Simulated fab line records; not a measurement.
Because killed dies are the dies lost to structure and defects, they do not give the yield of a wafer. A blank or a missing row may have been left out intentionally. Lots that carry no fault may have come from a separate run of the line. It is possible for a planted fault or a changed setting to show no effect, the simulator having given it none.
A struck lot beside a sound one    flow rit_cmos    19 steps out of a route of 202
Sound: wafers L436.1, L436.4, L436.6. Struck: wafers L443.1, L443.5, L443.6. The cause is given at the end.
Order at every step that has rows: each side's tool, ch and its chambers, its first start. Under that, the readings that differ: sound wafers    struck wafers    difference of the means    sigmas: that difference in standard deviations of wafers without a fault.
alike: words and numbers the same on both sides, and readings whose means are apart by under 2 such deviations; not compared: readings that were withheld, readings missing a value for some wafer, numbers with overlapping values and no deviation given by the record, and bounds like >300 which may hide the same value.
A row with sigmas, a row that says differs or no value, or rows on one side alone: a step with any of these is where the two part. Non-overlapping numbers with no deviation appear without sigmas and do not part them. Lack of a reading on every wafer of one side parts them only where that side has two or more wafers.

first, 1 step without rows for these wafers: RIT_SILICIDE_WET_ETCH_00 (etches SiO2 in BOE, target depth 14 nm, time 15 s).
RIT_SILICIDE_SPUTTER_01: material Ti, target thk 30 nm, time 240 s.
  struck on pvd_sputter-04, day 5 22:20; sound on pvd_sputter-02, day 4 13:30
  alike: cathode_dc_power_W, throttle_valve_pct
RIT_SILICIDE_RS_MEAS_02: the measuring method here is four-point-probe.
  struck on film_metro-03, day 5 22:29; sound on film_metro-04, day 4 13:39
  alike: SILICIDE_TI_RS
RIT_SILICIDE_THK_MEAS_03: measures by xrf.
  struck on film_metro-03, day 5 22:36; sound on film_metro-04, day 4 13:46
  alike: SILICIDE_TI_THK
RIT_SILICIDE_RTA_04: time 10 s, ramp up 5 s, ramp down 5 s.
  sound on rtp_anneal-01 ch 0, day 4 13:50; struck on rtp_anneal-02 ch 0, day 5 22:40
  alike: wafer_temp_C_max
then, 1 step without rows for these wafers: RIT_SILICIDE_WET_ETCH_05 (etches Ti in SPM, time 120 s).
RIT_SILICIDE_RTA_06: time 10 s, ramp up 5 s, ramp down 10 s.
  sound on rtp_anneal-02 ch 0, day 4 13:56; struck on rtp_anneal-01 ch 0, day 5 22:49
  alike: wafer_temp_C_max
RIT_CONTACT_CVD_00: deposits SiO2 from TEOS, target thk 400 nm, time 61 s.
  sound on pecvd-04 ch 1,2, day 4 14:01; struck on pecvd-02 ch 0,2, day 5 22:53
  alike: heater_power_w
RIT_CONTACT_THK_MEAS_01:
  struck on film_metro-04, day 5 22:56; sound on film_metro-01, day 4 14:04
  alike: CONTACT_TEOS_THK
then, 3 steps without rows for these wafers: RIT_CONTACT_HMDS_02 (prime time 60 s); RIT_CONTACT_COAT_03 (resist thk 1000 nm); RIT_CONTACT_SOFTBAKE_04 (time 60 s).
RIT_CONTACT_EXPOSE_05: exposes mask M11, target cd 1000 nm.
  sound on iline_stepper-02 ch 0, day 4 14:41; struck on iline_stepper-02 ch 0, day 5 23:34
reading                          sound                 struck             difference  sigmas
model.CONTACT.overlay_x_nm (nm)  0.2417 0.2417 0.2417  239.1 239.1 239.1  +238.9      
  alike: mask
then, 2 steps without rows for these wafers: RIT_CONTACT_PEB_06; RIT_CONTACT_DEVELOP_07 (develop time 120 s).
RIT_CONTACT_CD_MEAS_08: target cd 1000 nm.
  struck on cd_sem-02, day 6 00:05; sound on cd_sem-01, day 4 15:13
  alike: cd_nm
RIT_CONTACT_OVL_MEAS_09:
  struck on overlay-01, day 6 00:12; sound on overlay-01, day 4 15:20
reading           sound        struck             difference  sigmas
CONTACT_OVL (nm)  1.0 1.6 1.7  238.5 240.6 240.2  +238.3      +99 or more
then, 1 step without rows for these wafers: RIT_CONTACT_HARDBAKE_10 (time 60 s).
RIT_M1_PROBE_99:
  struck on prober-01, day 6 05:14; sound on prober-01, day 4 20:23
reading                                                  sound                 struck                difference  sigmas
killed_at_front_end                                      5 3 3                 8 15 11               +8          +2
killed_dies                                              5 3 3                 8 15 11               +8          +2
killed_short                                             4 1 1                 2 10 8                +5          +2
model.etest.contact_to_gate.over_limit                   0 0 0                 1 1 1                 +1          
model.etest.contact_to_gate.short                        0 0 0                 1 1 1                 +1          
model.etest.nmos_0p15.junction_log10_a_um                -13.37 -13.47 -13.59  -12.69 -12.53 -12.62  +0.86       
model.etest.nmos_narrow.off_log10_a_um                   -13.16 -13.26 -13.17  -12.63 -12.48 -12.6   +0.63       
model.etest.gate_end_array.leak_log10_a_um               -12.91 -12.96 -12.96  -12.48 -12.27 -12.29  +0.60       
model.etest.nmos_0p3.off_log10_a_um                      -13.1 -13.12 -13.02   -12.61 -12.47 -12.51  +0.55       
model.etest.pmos_0p15.junction_log10_a_um                -13.63 -13.91 -13.61  -13.47 -13.4 -13.47   +0.27       
model.etest.contact_diode_array.leak_log10_a (angstrom)  -9.427 -9.499 -9.537  -9.244 -8.998 -8.988  +0.411      
  alike: killed_at_contacts, killed_open

WHERE THEY PART
At RIT_CONTACT_OVL_MEAS_09 first; at RIT_M1_PROBE_99 last (within this record only).

WHY: the cause the simulator had injected
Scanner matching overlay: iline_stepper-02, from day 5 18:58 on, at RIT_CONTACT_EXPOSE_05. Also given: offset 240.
